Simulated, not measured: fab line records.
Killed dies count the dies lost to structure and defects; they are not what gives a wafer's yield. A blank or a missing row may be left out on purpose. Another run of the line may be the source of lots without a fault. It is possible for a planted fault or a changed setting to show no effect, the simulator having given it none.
What tool caused it? / flow berkeley cmos170 / 14 lots, 42 wafers sampled, at 6 steps of a route of 331

WHAT EACH GAUGE READ, for each wafer
UCB170_PLDD_CD_MEAS_06: target cd 1200 nm.
lot=L756; measured=day 5 22:45; on=cd sem-01; cd nm (nm)=1199.7 1200.5 1199.4
lot=L754; measured=day 5 23:02; on=cd sem-02; cd nm (nm)=1198.4 1200.0 1198.8
lot=L758; measured=day 6 18:43; on=cd sem-01; cd nm (nm)=1200.5 1199.2 1201.8
lot=L761; measured=day 7 05:50; on=cd sem-01; cd nm (nm)=1200.7 1198.3 1199.7
lot=L762; measured=day 8 01:46; on=cd sem-02; cd nm (nm)=1199.5 1199.2 1199.9
lot=L763; measured=day 8 02:14; on=cd sem-02; cd nm (nm)=1202.9 1202.1 1203.3
lot=L764; measured=day 8 02:15; on=cd sem-01; cd nm (nm)=1198.4 1198.5 1197.8
lot=L765; measured=day 8 02:31; on=cd sem-01; cd nm (nm)=1199.8 1200.3 1201.3
lot=L766; measured=day 8 05:26; on=cd sem-01; cd nm (nm)=1202.7 1202.4 1202.4
lot=L770; measured=day 9 00:19; on=cd sem-01; cd nm (nm)=1201.0 1200.1 1202.3
lot=L769; measured=day 9 01:05; on=cd sem-01; cd nm (nm)=1200.9 1201.2 1201.0
lot=L771; measured=day 9 04:14; on=cd sem-02; cd nm (nm)=1198.5 1199.1 1198.0
lot=L767; measured=day 9 04:35; on=cd sem-01; cd nm (nm)=1200.2 1201.4 1201.0
lot=L777; measured=day 10 18:52; on=cd sem-02; cd nm (nm)=1199.1 1199.1 1199.0

UCB170_M1_RS_MEAS_01: measures by four-point-probe.
lot=L756; measured=day 6 17:46; on=film metro-03; M1_AL_RS (ohm/sq)=0.0480 0.0481 0.0488
lot=L754; measured=day 6 17:38; on=film metro-02; M1_AL_RS (ohm/sq)=0.0485 0.0486 0.0482
lot=L758; measured=day 7 14:25; on=film metro-02; M1_AL_RS (ohm/sq)=0.0483 0.0486 0.0477
lot=L761; measured=day 8 04:07; on=film metro-03; M1_AL_RS (ohm/sq)=0.0483 0.0483 0.0482
lot=L762; measured=day 8 23:20; on=film metro-03; M1_AL_RS (ohm/sq)=0.0488 0.0491 0.0488
lot=L763; measured=day 8 22:57; on=film metro-01; M1_AL_RS (ohm/sq)=0.0493 0.0488 0.0489
lot=L764; measured=day 8 22:44; on=film metro-02; M1_AL_RS (ohm/sq)=0.0490 0.0488 0.0485
lot=L765; measured=day 8 23:26; on=film metro-01; M1_AL_RS (ohm/sq)=0.0239 0.0240 0.0238
lot=L766; measured=day 8 23:04; on=film metro-03; M1_AL_RS (ohm/sq)=0.0485 0.0480 0.0480
lot=L770; measured=day 9 21:31; on=film metro-03; M1_AL_RS (ohm/sq)=0.0479 0.0475 0.0477
lot=L769; measured=day 9 22:01; on=film metro-02; M1_AL_RS (ohm/sq)=0.0240 0.0242 0.0242
lot=L771; measured=day 9 22:59; on=film metro-01; M1_AL_RS (ohm/sq)=0.0489 0.0494 0.0487
lot=L767; measured=day 9 23:45; on=film metro-02; M1_AL_RS (ohm/sq)=0.0477 0.0485 0.0480
lot=L777; measured=day 11 16:20; on=film metro-02; M1_AL_RS (ohm/sq)=0.0490 0.0481 0.0487

UCB170_M1_THK_MEAS_02: measures by xrf.
lot=L756; measured=day 6 17:53; on=film metro-03; M1_AL_THK (nm)=608 607 599
lot=L754; measured=day 6 17:45; on=film metro-02; M1_AL_THK (nm)=600 602 603
lot=L758; measured=day 7 14:32; on=film metro-02; M1_AL_THK (nm)=608 607 616
lot=L761; measured=day 8 04:14; on=film metro-03; M1_AL_THK (nm)=606 602 602
lot=L762; measured=day 8 23:28; on=film metro-03; M1_AL_THK (nm)=595 591 593
lot=L763; measured=day 8 23:04; on=film metro-01; M1_AL_THK (nm)=584 589 589
lot=L764; measured=day 8 22:50; on=film metro-02; M1_AL_THK (nm)=597 603 606
lot=L765; measured=day 8 23:33; on=film metro-01; M1_AL_THK (nm)=1192 1189 1197
lot=L766; measured=day 8 23:11; on=film metro-03; M1_AL_THK (nm)=598 606 604
lot=L770; measured=day 9 21:37; on=film metro-03; M1_AL_THK (nm)=603 607 605
lot=L769; measured=day 9 22:06; on=film metro-02; M1_AL_THK (nm)=1205 1205 1206
lot=L771; measured=day 9 23:07; on=film metro-01; M1_AL_THK (nm)=588 581 589
lot=L767; measured=day 9 23:51; on=film metro-02; M1_AL_THK (nm)=615 605 611
lot=L777; measured=day 11 16:27; on=film metro-02; M1_AL_THK (nm)=602 608 601

WHAT TOOL EACH LOT RAN ON (gives the tool, then ch and the chambers of the sampled wafers, and finally the start)
lot=L756; UCB170_NLDD_STRIP_10=plasma asher-02 ch 0,1, day 6 01:19; UCB170_PSD_PEB_04=litho track-04 ch 0, day 6 07:55; UCB170_M1_SPUTTER_00=pvd sputter-01, day 6 17:43
lot=L754; UCB170_NLDD_STRIP_10=plasma asher-04 ch 0,1, day 6 01:38; UCB170_PSD_PEB_04=litho track-04 ch 0, day 6 08:11; UCB170_M1_SPUTTER_00=pvd sputter-03, day 6 17:34
lot=L758; UCB170_NLDD_STRIP_10=plasma asher-02 ch 0,1, day 6 21:08; UCB170_PSD_PEB_04=litho track-03 ch 0, day 7 02:08; UCB170_M1_SPUTTER_00=pvd sputter-01, day 7 14:21
lot=L761; UCB170_NLDD_STRIP_10=plasma asher-04 ch 0,1, day 7 09:22; UCB170_PSD_PEB_04=litho track-04 ch 0, day 7 17:19; UCB170_M1_SPUTTER_00=pvd sputter-03, day 8 04:03
lot=L762; UCB170_NLDD_STRIP_10=plasma asher-04 ch 0,1, day 8 04:04; UCB170_PSD_PEB_04=litho track-03 ch 0, day 8 11:29; UCB170_M1_SPUTTER_00=pvd sputter-02, day 8 23:15
lot=L763; UCB170_NLDD_STRIP_10=plasma asher-02 ch 0,1, day 8 05:04; UCB170_PSD_PEB_04=litho track-03 ch 0, day 8 10:56; UCB170_M1_SPUTTER_00=pvd sputter-01, day 8 22:53
lot=L764; UCB170_NLDD_STRIP_10=plasma asher-03 ch 0,1, day 8 04:40; UCB170_PSD_PEB_04=litho track-04 ch 0, day 8 10:58; UCB170_M1_SPUTTER_00=pvd sputter-02, day 8 22:38
lot=L765; UCB170_NLDD_STRIP_10=plasma asher-03 ch 0,1, day 8 05:22; UCB170_PSD_PEB_04=litho track-03 ch 0, day 8 11:14; UCB170_M1_SPUTTER_00=pvd sputter-01, day 8 23:08
lot=L766; UCB170_NLDD_STRIP_10=plasma asher-02 ch 0,1, day 8 07:55; UCB170_PSD_PEB_04=litho track-04 ch 0, day 8 11:38; UCB170_M1_SPUTTER_00=pvd sputter-02, day 8 23:01
lot=L770; UCB170_NLDD_STRIP_10=plasma asher-03 ch 0,1, day 9 02:50; UCB170_PSD_PEB_04=litho track-03 ch 0, day 9 08:12; UCB170_M1_SPUTTER_00=pvd sputter-01, day 9 21:26
lot=L769; UCB170_NLDD_STRIP_10=plasma asher-02 ch 0,1, day 9 03:16; UCB170_PSD_PEB_04=litho track-03 ch 0, day 9 08:31; UCB170_M1_SPUTTER_00=pvd sputter-02, day 9 21:40
lot=L771; UCB170_NLDD_STRIP_10=plasma asher-02 ch 0, day 9 06:49; UCB170_PSD_PEB_04=litho track-02 ch 0, day 9 13:16; UCB170_M1_SPUTTER_00=pvd sputter-03, day 9 22:56
lot=L767; UCB170_NLDD_STRIP_10=plasma asher-02 ch 0,1, day 9 07:34; UCB170_PSD_PEB_04=litho track-04 ch 0, day 9 13:27; UCB170_M1_SPUTTER_00=pvd sputter-01, day 9 23:39
lot=L777; UCB170_NLDD_STRIP_10=plasma asher-03 ch 1, day 10 21:38; UCB170_PSD_PEB_04=litho track-04 ch 0, day 11 03:48; UCB170_M1_SPUTTER_00=pvd sputter-03, day 11 16:16
- UCB170_NLDD_STRIP_10: strips in O2.
- UCB170_PSD_PEB_04
- UCB170_M1_SPUTTER_00: material Al, target thk 600 nm, time 80 s.

AS READ BY THE TOOLS THEMSELVES (means over the sampled wafers that have a number; for cases with no such wafer, the mark the record gives instead)
UCB170_NLDD_STRIP_10.
lot=L756; tool=plasma asher-02; drypump motor current A (A)=6.5; oes product au (a.u.)=0.735; strip time to endpoint s (s)=21.68
lot=L754; tool=plasma asher-04; drypump motor current A (A)=5.2; oes product au (a.u.)=0.734; strip time to endpoint s (s)=21.62
lot=L758; tool=plasma asher-02; drypump motor current A (A)=6.5; oes product au (a.u.)=0.736; strip time to endpoint s (s)=21.74
lot=L761; tool=plasma asher-04; drypump motor current A (A)=5.2; oes product au (a.u.)=0.734; strip time to endpoint s (s)=21.67
lot=L762; tool=plasma asher-04; drypump motor current A (A)=5.2; oes product au (a.u.)=0.729; strip time to endpoint s (s)=21.59
lot=L763; tool=plasma asher-02; drypump motor current A (A)=6.5; oes product au (a.u.)=0.734; strip time to endpoint s (s)=21.72
lot=L764; tool=plasma asher-03; drypump motor current A (A)=5.5; oes product au (a.u.)=0.733; strip time to endpoint s (s)=21.64
lot=L765; tool=plasma asher-03; drypump motor current A (A)=5.5; oes product au (a.u.)=0.734; strip time to endpoint s (s)=21.67
lot=L766; tool=plasma asher-02; drypump motor current A (A)=6.5; oes product au (a.u.)=0.735; strip time to endpoint s (s)=21.63
lot=L770; tool=plasma asher-03; drypump motor current A (A)=5.5; oes product au (a.u.)=0.735; strip time to endpoint s (s)=21.63
lot=L769; tool=plasma asher-02; drypump motor current A (A)=6.6; oes product au (a.u.)=0.736; strip time to endpoint s (s)=21.54
lot=L771; tool=plasma asher-02; drypump motor current A (A)=6.5; oes product au (a.u.)=0.734; strip time to endpoint s (s)=21.63
lot=L767; tool=plasma asher-02; drypump motor current A (A)=6.6; oes product au (a.u.)=0.737; strip time to endpoint s (s)=21.69
lot=L777; tool=plasma asher-03; drypump motor current A (A)=5.4; oes product au (a.u.)=0.734; strip time to endpoint s (s)=21.61

UCB170_PSD_PEB_04.
lot=L756; tool=litho track-04; chill plate temp C (C)=23.05; plate sensor t centre C (C)=131.41; plate sensor t edge C (C)=131.54
lot=L754; tool=litho track-04; chill plate temp C (C)=23.11; plate sensor t centre C (C)=131.40; plate sensor t edge C (C)=131.54
lot=L758; tool=litho track-03; chill plate temp C (C)=22.99; plate sensor t centre C (C)=131.41; plate sensor t edge C (C)=131.52
lot=L761; tool=litho track-04; chill plate temp C (C)=22.93; plate sensor t centre C (C)=131.41; plate sensor t edge C (C)=131.53
lot=L762; tool=litho track-03; chill plate temp C (C)=22.89; plate sensor t centre C (C)=131.41; plate sensor t edge C (C)=131.54
lot=L763; tool=litho track-03; chill plate temp C (C)=22.84; plate sensor t centre C (C)=131.41; plate sensor t edge C (C)=131.53
lot=L764; tool=litho track-04; chill plate temp C (C)=23.02; plate sensor t centre C (C)=131.40; plate sensor t edge C (C)=131.53
lot=L765; tool=litho track-03; chill plate temp C (C)=23.05; plate sensor t centre C (C)=131.41; plate sensor t edge C (C)=131.54
lot=L766; tool=litho track-04; chill plate temp C (C)=22.91; plate sensor t centre C (C)=131.41; plate sensor t edge C (C)=131.53
lot=L770; tool=litho track-03; chill plate temp C (C)=23.07; plate sensor t centre C (C)=131.41; plate sensor t edge C (C)=131.53
lot=L769; tool=litho track-03; chill plate temp C (C)=23.01; plate sensor t centre C (C)=131.40; plate sensor t edge C (C)=131.53
lot=L771; tool=litho track-02; chill plate temp C (C)=22.97; plate sensor t centre C (C)=131.41; plate sensor t edge C (C)=131.53
lot=L767; tool=litho track-04; chill plate temp C (C)=22.90; plate sensor t centre C (C)=131.40; plate sensor t edge C (C)=131.54
lot=L777; tool=litho track-04; chill plate temp C (C)=23.06; plate sensor t centre C (C)=131.41; plate sensor t edge C (C)=131.52

UCB170_M1_SPUTTER_00.
lot=L756; tool=pvd sputter-01; throttle valve pct (%)=30.1
lot=L754; tool=pvd sputter-03; throttle valve pct (%)=30.3
lot=L758; tool=pvd sputter-01; throttle valve pct (%)=31.0
lot=L761; tool=pvd sputter-03; throttle valve pct (%)=30.5
lot=L762; tool=pvd sputter-02; throttle valve pct (%)=29.8
lot=L763; tool=pvd sputter-01; throttle valve pct (%)=30.4
lot=L764; tool=pvd sputter-02; throttle valve pct (%)=29.3
lot=L765; tool=pvd sputter-01; throttle valve pct (%)=29.9
lot=L766; tool=pvd sputter-02; throttle valve pct (%)=29.6
lot=L770; tool=pvd sputter-01; throttle valve pct (%)=30.1
lot=L769; tool=pvd sputter-02; throttle valve pct (%)=29.8
lot=L771; tool=pvd sputter-03; throttle valve pct (%)=30.2
lot=L767; tool=pvd sputter-01; throttle valve pct (%)=30.0
lot=L777; tool=pvd sputter-03; throttle valve pct (%)=30.1

THE ANSWER, worked out from the rows above alone
Rule: what is usual is taken from the lots themselves. Put in order of their means at a reading, lots are off if they are a third of the lots or fewer, leave a main group of 4 or more, and stand apart from it by a gap of 3 or more times the standard deviation of the main group's means; of several such gaps the widest counts. The tables above print the reading to a certain number of digits; a main group whose means all agree to those digits is not used. A lot without any number at a reading at which 4 lots or more have one is off too. The other lots that the step has rows for count as sound. After the gauges, taken in route order, come the tools' own readings; for these a lot's mean is taken, as printed above. At the first step where some lot is off, the reading lying furthest off is the one used; lots without a number count as furthest.
Off: at UCB170_M1_RS_MEAS_01 (M1_AL_RS), L765, L769. Main group: mean 0.0485 ohm/sq, sd 0.00039.
A tool fits if, at a process step before that reading, it ran every lot that is off, and no sound lot after the first of them. The gauges at UCB170_M1_RS_MEAS_01 are tried like those tools. Not one of the candidates tried fits.

WHAT THE SIMULATOR HAD INSERTED
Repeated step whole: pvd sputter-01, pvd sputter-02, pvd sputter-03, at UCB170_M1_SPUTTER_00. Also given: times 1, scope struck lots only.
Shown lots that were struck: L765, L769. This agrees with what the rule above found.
